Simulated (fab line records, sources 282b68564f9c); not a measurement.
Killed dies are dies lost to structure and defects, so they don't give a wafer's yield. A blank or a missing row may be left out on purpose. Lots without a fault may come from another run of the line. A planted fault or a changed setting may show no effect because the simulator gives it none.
A struck lot beside a sound one | flow rit_cmos | 14 steps out of a route of 202
Sound: wafers L995.1, L995.2, L995.6. Struck: wafers L993.3, L993.4, L993.5. The cause comes at the end.
At each step with rows: each side's tool, then ch and its chambers, then its first start. Under that, the readings that differ: sound wafers | struck wafers | difference of the means | sigmas: that difference in standard deviations of wafers without a fault.
alike: readings whose means differ by less than 2 such deviations, and words and numbers that are the same on both sides. not compared: withheld readings, readings that some wafer has no value for, bounds like >300 that may hide the same value, and numbers for which the record gives no deviation and whose values overlap.
The two part at a step that has a row with sigmas, a row that says differs or no value, or rows on one side only. Numbers that don't overlap but have no deviation are shown without sigmas and don't part them. A reading that every wafer of one side lacks parts them only if that side has two wafers or more.

first, 1 step without rows for these wafers: RIT_CONTACT_HARDBAKE_10 (time 60 s).
RIT_CONTACT_ETCH_11: etches SiO2 in CHF3/CF4/Ar, stops on TiSi2, target depth 480 nm, time 320 s.
  sound on rie_diel-03 ch 0,2, day 6 15:49; struck on rie_diel-02 ch 0,2, day 6 07:41
  alike: drypump_motor_current_A, mfc_ar_sccm, oes_product_au, throttle_valve_pct
  not compared: rf_hours_counter_h
RIT_CONTACT_STRIP_12: strips in O2, time 180 s.
  sound on plasma_asher-03 ch 0,1, day 6 16:01; struck on plasma_asher-02 ch 0,1, day 6 07:56
  alike: drypump_motor_current_A
  not compared: rf_hours_counter_h
RIT_CONTACT_CD_MEAS_90: target cd 1000 nm.
  sound on cd_sem-01, day 6 16:11; struck on cd_sem-01, day 6 08:05
  alike: cd_nm
then, 2 steps without rows for these wafers: RIT_CONTACT_CLEAN_13 (cleans in SC1, time 600 s); RIT_CONTACT_CLEAN_14 (cleans in SC2, time 600 s).
RIT_M1_SPUTTER_00: material Al, target thk 400 nm, time 500 s.
  sound on pvd_sputter-02, day 6 16:40; struck on pvd_sputter-02, day 6 08:31
  alike: throttle_valve_pct
RIT_M1_RS_MEAS_01: measures by four-point-probe.
  sound on film_metro-02, day 6 16:58; struck on film_metro-03, day 6 08:51
  alike: M1_AL_RS
RIT_M1_THK_MEAS_02: measures by xrf.
  sound on film_metro-02, day 6 17:05; struck on film_metro-03, day 6 08:57
  alike: M1_AL_THK
then, 3 steps without rows for these wafers: RIT_M1_HMDS_03 (prime time 60 s); RIT_M1_COAT_04 (resist thk 1300 nm); RIT_M1_SOFTBAKE_05 (time 60 s).
RIT_M1_EXPOSE_06: exposes mask M12, target cd 2600 nm.
  sound on iline_stepper-01 ch 0, day 6 17:43; struck on iline_stepper-01, day 6 09:37
  no value came back on the struck wafers for exposure_dose_mJ_cm2, focus_offset_nm (nm), na; on the sound wafers exposure_dose_mJ_cm2 reads 249.37 249.29 249.28
  alike: mask
then, 1 step without rows for these wafers: RIT_M1_PEB_07.

WHERE THEY PART
Only at RIT_M1_EXPOSE_06, within this record.

WHY: what the simulator had put in
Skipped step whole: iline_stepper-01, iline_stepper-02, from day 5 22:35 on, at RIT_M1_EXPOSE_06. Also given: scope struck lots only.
